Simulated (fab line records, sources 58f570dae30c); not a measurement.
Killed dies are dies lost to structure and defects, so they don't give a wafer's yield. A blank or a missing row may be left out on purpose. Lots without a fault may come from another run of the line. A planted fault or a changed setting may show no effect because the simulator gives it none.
One fault seen from 2 desks | flow berkeley_cmos170 | each desk has only its own numbers; what lay behind them comes last

THE METROLOGY DESK
What the gauges read, lot by lot, whatever tool the lot ran on: means of the sampled wafers that have a number. A lot is out of limits, marked OUT, if its mean lies more than 4 standard deviations from the usual mean; the brackets give that distance.
Columns: A = NWELL_TW at UCB170_NWELL_TW_MEAS_16, usual 1243
lot  | first seen here | A
L607 | day 2 04:55     | 1244
L609 | day 2 17:35     | 1247
L612 | day 3 09:43     | 1236
L617 | day 4 12:16     | 1274 (+4.3) OUT
L619 | day 4 20:59     | 1239
L618 | day 4 21:16     | 1269
L620 | day 5 07:10     | 1238
L621 | day 5 07:21     | 1254
L623 | day 5 14:39     | 1248
L624 | day 6 01:49     | 1235
L627 | day 6 13:43     | 1233
L628 | day 6 15:33     | 1238
L629 | day 7 00:20     | 1243
This desk's finding: out of limits on L617; first on L617, day 4 12:16 (NWELL_TW at UCB170_NWELL_TW_MEAS_16). In limits: L607, L609, L612, L619, L618, L620, L621, L623, L624, L627, L628, L629.

THE TOOL OWNER'S DESK: implanter-01
The tool's own readings at UCB170_NWELL_IMPLANT_14: means of the sampled wafers that have a number, for each lot that ran on this tool. A lot is out of limits, marked OUT, if its mean lies more than 4 standard deviations from the usual mean; the brackets give that distance.
Columns: A = dose_ions_cm2 at UCB170_NWELL_IMPLANT_14, usual 9.997e+12; B = faraday_current_uA at UCB170_NWELL_IMPLANT_14, usual 31.8
lot  | first seen here | A                   | B
L607 | day 2 04:41     | 9.997e+12           | 31.6
L612 | day 3 09:28     | 9.998e+12           | 31.9
L617 | day 4 12:01     | 1.086e+13 (+86) OUT | 34.9 (+5.2) OUT
L618 | day 4 21:01     | 1.084e+13 (+84) OUT | 34.5 (+4.6) OUT
This desk's finding: out of limits on L617, L618; first on L617, day 4 12:01 (dose_ions_cm2 at UCB170_NWELL_IMPLANT_14). In limits: L607, L612.

PUT TOGETHER
The tool owner's desk could have raised an alarm at day 4 12:01, on L617, L618.
The metrology desk could have raised an alarm at day 4 12:16, on L617.
The metrology desk has L618 on record, within its limits.
Of the lots named, all ran UCB170_NWELL_IMPLANT_14 on implanter-01.

WHAT THE SIMULATOR HAD PUT IN
Process parameter drift: implanter-01, from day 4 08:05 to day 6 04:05, at UCB170_NWELL_IMPLANT_14. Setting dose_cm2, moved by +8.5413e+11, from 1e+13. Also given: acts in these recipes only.
Lots struck among those shown: L617, L618.
Hours from the fault's start to each desk's first reading out of limits: the tool owner's desk, 4; the metrology desk, 4.
